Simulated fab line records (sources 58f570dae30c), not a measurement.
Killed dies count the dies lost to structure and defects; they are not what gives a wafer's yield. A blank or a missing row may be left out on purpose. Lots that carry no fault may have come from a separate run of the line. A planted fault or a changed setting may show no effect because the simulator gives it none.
A single fault, viewed from 2 desks    flow berkeley-cmos170    what lay behind the numbers comes last; until then each desk has only its own

THE METROLOGY DESK
Lot by lot, what the gauges showed, no matter which tool ran the lot: averages of those sampled wafers that carry a number. If a lot's mean is further than 4 standard deviations from the usual mean, the lot is out of limits and carries the mark OUT (the distance appears in the brackets). Only the readings that lie furthest out on some lot appear, 7 of the 11 it has.
Columns: A = M2_OVL at UCB170_M2_OVL_MEAS_16, usual -4 nm; B = cd-nm at UCB170_M2_CD_MEAS_90, usual 700 nm; C = V2_TEOS_THK at UCB170_V2_THK_MEAS_01, usual 2000 nm; D = V2_POLISHED_THK at UCB170_V2_THK_MEAS_04, usual 999.7 nm; E = cd-nm at UCB170_V2_CD_MEAS_12, usual 699.5 nm; F = cd-nm at UCB170_V2_CD_MEAS_90, usual 699.3 nm; G = M3_AL_THK at UCB170_M3_THK_MEAS_03, usual 904 nm
lot   first seen here  A    B    C     D       E      F      G
L427  day 8 19:32      -6   700  1998  998.5   699.4  699.6  912
L430  day 9 14:52      -0   706  2026  1000.4  702.0  702.2  903
L436  day 10 15:46     -6   697  1980  1000.2  698.6  698.2  915
L438  day 11 14:17     -3   704  1958  1001.8  699.3  698.3  915
L441  day 11 14:45     -7   704  2007  998.8   699.0  698.3  886
L443  day 12 02:59     -15  694  2021  1000.8  698.4  698.7  904
This desk's verdict: no lot among the 6 shows anything out of limits.

AT THE TOOL OWNER'S DESK: rie-diel-03
The tool's own readings at UCB170_M2_ETCH_17 (etches BARC in N2/H2): means of the sampled wafers that have a number, for each lot that ran on this tool. If a lot's mean is further than 4 standard deviations from the usual mean, the lot is out of limits and carries the mark OUT (the distance appears in the brackets).
Columns: A = drypump-motor-current-A at UCB170_M2_ETCH_17, usual 5.8 A; B = oes-product-au at UCB170_M2_ETCH_17, usual 1.010 a.u.; C = throttle-valve-pct at UCB170_M2_ETCH_17, usual 13.30 %
lot   first seen here  A    B      C
L430  day 9 15:00      5.5  1.014  13.23
L436  day 10 15:56     5.9  1.038  13.19
L438  day 11 14:26     6.0  1.025  13.21
This desk's verdict: no lot among the 3 shows anything out of limits.

BROUGHT TOGETHER
Metrology desk: nothing out of limits seen.
Nothing out of limits was seen by the tool owner's desk.

WHAT WAS PUT IN BY THE SIMULATOR
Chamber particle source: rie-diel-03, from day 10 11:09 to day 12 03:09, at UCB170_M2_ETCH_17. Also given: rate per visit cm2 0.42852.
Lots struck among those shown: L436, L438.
